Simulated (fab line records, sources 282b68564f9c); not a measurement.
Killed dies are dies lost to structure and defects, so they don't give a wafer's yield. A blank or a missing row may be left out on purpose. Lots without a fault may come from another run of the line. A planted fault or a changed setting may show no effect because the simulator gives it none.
Chamber matching | flow rit_cmos | RIT_GATE_ETCH_19 on rie_si-01: 4 sister chambers
The step etches poly-Si in SF6/CHF3/O2, stops on SiO2, time 165 s, target depth 312.5 nm. 14 wafers are shown with their chamber, then 7 later ones without.

WAFERS WITH THEIR CHAMBER
wafer  | chamber | drypump_motor_current_A (A) | throttle_valve_pct (%) | oes_product_au (a.u.)
L990.1 | 0       | 5.3                         | 10.15                  | 0.845
L990.5 | 0       | 5.3                         | 10.18                  | 0.845
L990.6 | 1       | 6.4                         | 10.31                  | 0.869
L994.2 | 3       | 5.4                         | 10.23                  | 0.817
L994.4 | 0       | 5.3                         | 10.17                  | 0.853
L994.6 | 2       | 6.1                         | 10.37                  | 0.870
L996.2 | 0       | 5.3                         | 10.16                  | 0.841
L996.4 | 2       | 6.1                         | 10.35                  | 0.862
L996.5 | 2       | 6.1                         | 10.36                  | 0.858
L998.1 | 1       | 6.5                         | 10.31                  | 0.872
L998.5 | 3       | 5.4                         | 10.22                  | 0.821
L998.6 | 0       | 5.3                         | 10.16                  | 0.841
L100.1 | 3       | 5.4                         | 10.24                  | 0.834
L100.5 | 0       | 5.3                         | 10.17                  | 0.859

SIGNATURES (means of the wafers above)
reading                 | chamber 0 | chamber 1 | chamber 2 | chamber 3 | scatter within a chamber
drypump_motor_current_A | 5.300     | 6.450     | 6.100     | 5.400     | 0.0224
throttle_valve_pct      | 10.1650   | 10.3100   | 10.3600   | 10.2300   | 0.00975
oes_product_au          | 0.84733   | 0.87050   | 0.86333   | 0.82400   | 0.00705
Rule: a wafer's distance from a chamber is the root of the sum, over the readings, of the square of ((its reading less the chamber's mean) divided by the reading's scatter). The wafer belongs to the nearest chamber; if the next one is less than 2 further off, it can't be placed. The scatter: the root of (the sum of the squares of (reading less its chamber's mean) over the shown wafers, divided by (wafers less chambers)).

WAFERS WITHOUT THEIR CHAMBER
wafer  | drypump_motor_current_A (A) | throttle_valve_pct (%) | oes_product_au (a.u.)
L100.6 | 5.4                         | 10.21                  | 0.832
L104.2 | 6.1                         | 10.37                  | 0.858
L104.3 | 5.3                         | 10.15                  | 0.839
L104.5 | 5.4                         | 10.23                  | 0.818
L112.1 | 5.3                         | 10.17                  | 0.850
L112.2 | 6.1                         | 10.36                  | 0.875
L112.4 | 6.4                         | 10.33                  | 0.862

WHICH CHAMBER EACH WENT THROUGH
wafer  | from the rows above | in truth
L100.6 | 3                   | 3
L104.2 | 2                   | 2
L104.3 | 0                   | 0
L104.5 | 3                   | 3
L112.1 | 0                   | 0
L112.2 | 2                   | 2
L112.4 | 1                   | 1
Placed correctly: 7 of 7. Can't be placed from these rows: 0. Placed wrongly: 0.
